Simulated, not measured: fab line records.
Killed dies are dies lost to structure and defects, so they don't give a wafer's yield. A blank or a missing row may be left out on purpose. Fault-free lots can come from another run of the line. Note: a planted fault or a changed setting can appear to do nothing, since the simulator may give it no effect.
One fault through the eyes of 2 desks || flow rit_cmos || each desk holds nothing but its own numbers, with what lay behind them at the end

METROLOGY DESK
What the gauges read for every lot (on any tool): the sampled wafers with a number, averaged. The brackets show how far a lot's mean lies from the usual mean; more than 4 standard deviations puts the lot out of limits, marked OUT.
Columns: A = SPACER_NITRIDE_THK at RIT_SPACER_THK_MEAS_04, usual 248.9 nm
{"lot": "L557", "first seen here": "day 3 03:31", "A": 247.3}
{"lot": "L558", "first seen here": "day 3 07:27", "A": 254.6}
{"lot": "L559", "first seen here": "day 3 12:47", "A": 250.5}
{"lot": "L560", "first seen here": "day 3 17:04", "A": 251.2}
{"lot": "L561", "first seen here": "day 3 23:25", "A": 244.7}
{"lot": "L562", "first seen here": "day 4 05:05", "A": 247.6}
{"lot": "L563", "first seen here": "day 4 08:27", "A": 251.4}
{"lot": "L564", "first seen here": "day 4 13:22", "A": 248.1}
{"lot": "L565", "first seen here": "day 4 19:37", "A": 253.9}
{"lot": "L566", "first seen here": "day 5 00:28", "A": 249.3}
{"lot": "L568", "first seen here": "day 5 09:14", "A": 249.3}
{"lot": "L569", "first seen here": "day 5 15:51", "A": 248.9}
{"lot": "L571", "first seen here": "day 6 00:20", "A": "283.8 (+14) OUT"}
This desk reports L571 out of limits; the earliest was L571 at day 6 00:20 (SPACER_NITRIDE_THK at RIT_SPACER_THK_MEAS_04). In limits: L557, L558, L559, L560, L561, L562, L563, L564, L565, L566, L568, L569.

FOR THE TOOL OWNER'S DESK: lpcvd-01
The tool's own readings at RIT_SPACER_CVD_03 (deposits Si3N4 from SiH2Cl2/NH3, target thk 250 nm, time 3300 s): means of the sampled wafers that have a number, for each lot that ran on this tool. The brackets show how far a lot's mean lies from the usual mean; more than 4 standard deviations puts the lot out of limits, marked OUT.
Columns: A = spike_tc_centre_C at RIT_SPACER_CVD_03, usual 813.0 C
{"lot": "L557", "first seen here": "day 3 01:34", "A": 814.1}
{"lot": "L559", "first seen here": "day 3 10:53", "A": 812.6}
{"lot": "L560", "first seen here": "day 3 15:07", "A": 814.5}
{"lot": "L561", "first seen here": "day 3 20:32", "A": 811.5}
{"lot": "L562", "first seen here": "day 4 03:10", "A": 812.7}
{"lot": "L563", "first seen here": "day 4 06:32", "A": 813.8}
{"lot": "L566", "first seen here": "day 4 22:34", "A": 812.2}
{"lot": "L569", "first seen here": "day 5 13:56", "A": 814.4}
{"lot": "L571", "first seen here": "day 5 22:23", "A": "826.5 (+9.7) OUT"}
Finding of this desk: L571 out of limits; the first was L571 at day 5 22:23, on spike_tc_centre_C at RIT_SPACER_CVD_03. In limits: L557, L559, L560, L561, L562, L563, L566, L569.

ALL TOGETHER
The tool owner's desk had the chance to raise an alarm at day 5 22:23 on L571.
Metrology desk: alarm possible at day 6 00:20 on L571.
RIT_SPACER_CVD_03 was run on lpcvd-01 by each of the lots named.

WHAT WAS PUT IN BY THE SIMULATOR
lpcvd-01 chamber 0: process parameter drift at RIT_SPACER_CVD_03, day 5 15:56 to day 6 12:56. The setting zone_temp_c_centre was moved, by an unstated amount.
Struck lots among those shown: L571.
Delay (hours) between the fault's onset and each desk's first out-of-limits reading: 6 at the tool owner's desk, 8 at the metrology desk.
